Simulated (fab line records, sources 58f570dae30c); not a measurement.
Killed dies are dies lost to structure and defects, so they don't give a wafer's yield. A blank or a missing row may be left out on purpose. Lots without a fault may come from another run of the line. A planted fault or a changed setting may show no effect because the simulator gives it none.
Which tool did it? | flow berkeley_cmos170 | 14 lots, 42 wafers sampled, at 4 steps of a route of 331

WHAT THE GAUGES READ, wafer by wafer
UCB170_V1_BOW_MEAS_03. Usual: V1_BOW 19 um, standard deviation 6.7.
lot  | measured     | on            | V1_BOW (um) | flag
L494 | day 7 03:44  | film_metro-01 | 24 25 23    |
L497 | day 7 14:16  | film_metro-04 | 12 27 30    |
L496 | day 7 14:37  | film_metro-04 | 13 17 16    |
L495 | day 7 14:52  | film_metro-04 | 23 28 27    |
L498 | day 8 05:55  | film_metro-04 | 15 37 14    |
L499 | day 8 05:59  | film_metro-01 | 29 15 11    |
L502 | day 9 02:25  | film_metro-04 | 16 22 12    |
L504 | day 9 12:14  | film_metro-04 | 7 21 29     |
L510 | day 10 16:50 | film_metro-01 | 5 16 23     |
L509 | day 10 17:07 | film_metro-02 | 20 8 18     |
L513 | day 11 18:04 | film_metro-01 | 14 9 18     |
L514 | day 12 02:28 | film_metro-04 | 23 24 19    |
L515 | day 12 02:28 | film_metro-02 | 26 19 13    |
L516 | day 12 13:28 | film_metro-02 | 8 22 24     |

UCB170_V1_OVL_MEAS_13. Usual: V1_OVL 0 nm, standard deviation 4.3.
lot  | measured     | on         | V1_OVL (nm) | flag
L494 | day 7 05:04  | overlay-02 | 0 8 3       |
L497 | day 7 15:55  | overlay-01 | -8 -4 -5    |
L496 | day 7 16:55  | overlay-01 | -1 -5 0     |
L495 | day 7 17:22  | overlay-02 | -1 -5 1     |
L498 | day 8 07:16  | overlay-02 | - - -       | OFF
L499 | day 8 07:55  | overlay-01 | - - -       | OFF
L502 | day 9 04:13  | overlay-02 | -4 -6 1     |
L504 | day 9 13:55  | overlay-01 | 6 -1 1      |
L510 | day 10 18:46 | overlay-02 | -4 -13 -1   |
L509 | day 10 19:02 | overlay-02 | 15 10 2     |
L513 | day 11 20:32 | overlay-01 | 4 2 1       |
L514 | day 12 04:14 | overlay-02 | -1 -4 5     |
L515 | day 12 03:59 | overlay-01 | 3 -1 2      |
L516 | day 12 15:06 | overlay-02 | 2 3 1       |

WHICH TOOL RAN EACH LOT (tool, then ch and the chambers of the sampled wafers, then the start)
lot  | UCB170_V1_CMP_02              | UCB170_V1_DEVELOP_11
L494 | cmp-02 ch 0,2,3, day 7 03:32  | litho_track-04 ch 0, day 7 04:00
L497 | cmp-01 ch 0,2,3, day 7 14:01  | litho_track-01 ch 0, day 7 15:00
L496 | cmp-01 ch 1,2,3, day 7 14:19  | litho_track-01 ch 0, day 7 16:00
L495 | cmp-01 ch 0,3, day 7 14:34    | litho_track-04 ch 0, day 7 17:00
L498 | cmp-01 ch 0,1,2, day 8 05:37  | litho_track-03, day 8 07:00
L499 | cmp-02 ch 0,1,3, day 8 05:47  | litho_track-04, day 8 07:00
L502 | cmp-02 ch 0,2,3, day 9 02:07  | litho_track-04 ch 0, day 9 03:00
L504 | cmp-02 ch 1,2,3, day 9 12:04  | litho_track-04 ch 0, day 9 13:00
L510 | cmp-01 ch 0,1,3, day 10 16:37 | litho_track-03 ch 0, day 10 18:00
L509 | cmp-01 ch 0,1,3, day 10 16:49 | litho_track-04 ch 0, day 10 18:00
L513 | cmp-02 ch 0,2, day 11 17:46   | litho_track-04 ch 0, day 11 20:00
L514 | cmp-01 ch 0,1,3, day 12 02:07 | litho_track-01 ch 0, day 12 04:00
L515 | cmp-02 ch 1,2,3, day 12 02:13 | litho_track-04 ch 0, day 12 03:00
L516 | cmp-02 ch 1,2, day 12 13:06   | litho_track-04 ch 0, day 12 14:00
- UCB170_V1_CMP_02: polishes SiO2.
- UCB170_V1_DEVELOP_11: develop time 45 s.

WHAT THE TOOLS THEMSELVES READ (means of the sampled wafers that have a number; where no wafer has one, the mark that the record gives instead)
UCB170_V1_CMP_02. Usual: edge_zone_pressure_frac 1.000, standard deviation 0.0051; motor_current_A 15.2 A, standard deviation 0.97.
lot  | tool   | edge_zone_pressure_frac | motor_current_A (A) | flag
L494 | cmp-02 | 1.000                   | 15.6                |
L497 | cmp-01 | 1.007                   | 14.9                |
L496 | cmp-01 | 1.001                   | 14.4                |
L495 | cmp-01 | 1.006                   | 14.6                |
L498 | cmp-01 | 0.994                   | 14.4                |
L499 | cmp-02 | 1.001                   | 16.5                |
L502 | cmp-02 | 1.005                   | 16.3                |
L504 | cmp-02 | 0.997                   | 15.8                |
L510 | cmp-01 | 1.000                   | 14.8                |
L509 | cmp-01 | 1.004                   | 14.3                |
L513 | cmp-02 | 0.997                   | 16.2                |
L514 | cmp-01 | 1.001                   | 14.5                |
L515 | cmp-02 | 1.004                   | 15.7                |
L516 | cmp-02 | 0.995                   | 15.2                |

UCB170_V1_DEVELOP_11. Usual: chill_plate_temp_C 23.00 C, standard deviation 0.094.
lot  | tool           | chill_plate_temp_C (C) | flag
L494 | litho_track-04 | 22.97                  |
L497 | litho_track-01 | 23.02                  |
L496 | litho_track-01 | 23.08                  |
L495 | litho_track-04 | 23.00                  |
L498 | litho_track-03 | -                      | OFF
L499 | litho_track-04 | -                      | OFF
L502 | litho_track-04 | 22.90                  |
L504 | litho_track-04 | 22.95                  |
L510 | litho_track-03 | 23.03                  |
L509 | litho_track-04 | 22.97                  |
L513 | litho_track-04 | 22.88                  |
L514 | litho_track-01 | 23.05                  |
L515 | litho_track-04 | 22.94                  |
L516 | litho_track-04 | 23.04                  |

THE ANSWER, worked out from the rows above alone
Rule: a lot is off if the mean of its wafers that have a number lies more than 3 standard deviations from the usual mean. A lot without any number at a reading at which 4 lots or more have one is off too. The other lots that the step has rows for count as sound. The gauges are gone through in route order, then the tools' own readings, and for those a lot's mean is taken as printed above. The first step at which some lot is off is used, and at that step the reading that is off furthest; a lot without a number counts as furthest.
Off: L498, L499, at UCB170_V1_OVL_MEAS_13 (V1_OVL). Without a number there: L498, L499.
A tool fits if, at a process step before that reading, it ran every lot that is off, and no sound lot after the first of them. The gauges at UCB170_V1_OVL_MEAS_13 aren't tried: what is off there is off at UCB170_V1_DEVELOP_11 too, on other tools, and a gauge's error can't cause that. None of those tried fits.

WHAT THE SIMULATOR HAD PUT IN
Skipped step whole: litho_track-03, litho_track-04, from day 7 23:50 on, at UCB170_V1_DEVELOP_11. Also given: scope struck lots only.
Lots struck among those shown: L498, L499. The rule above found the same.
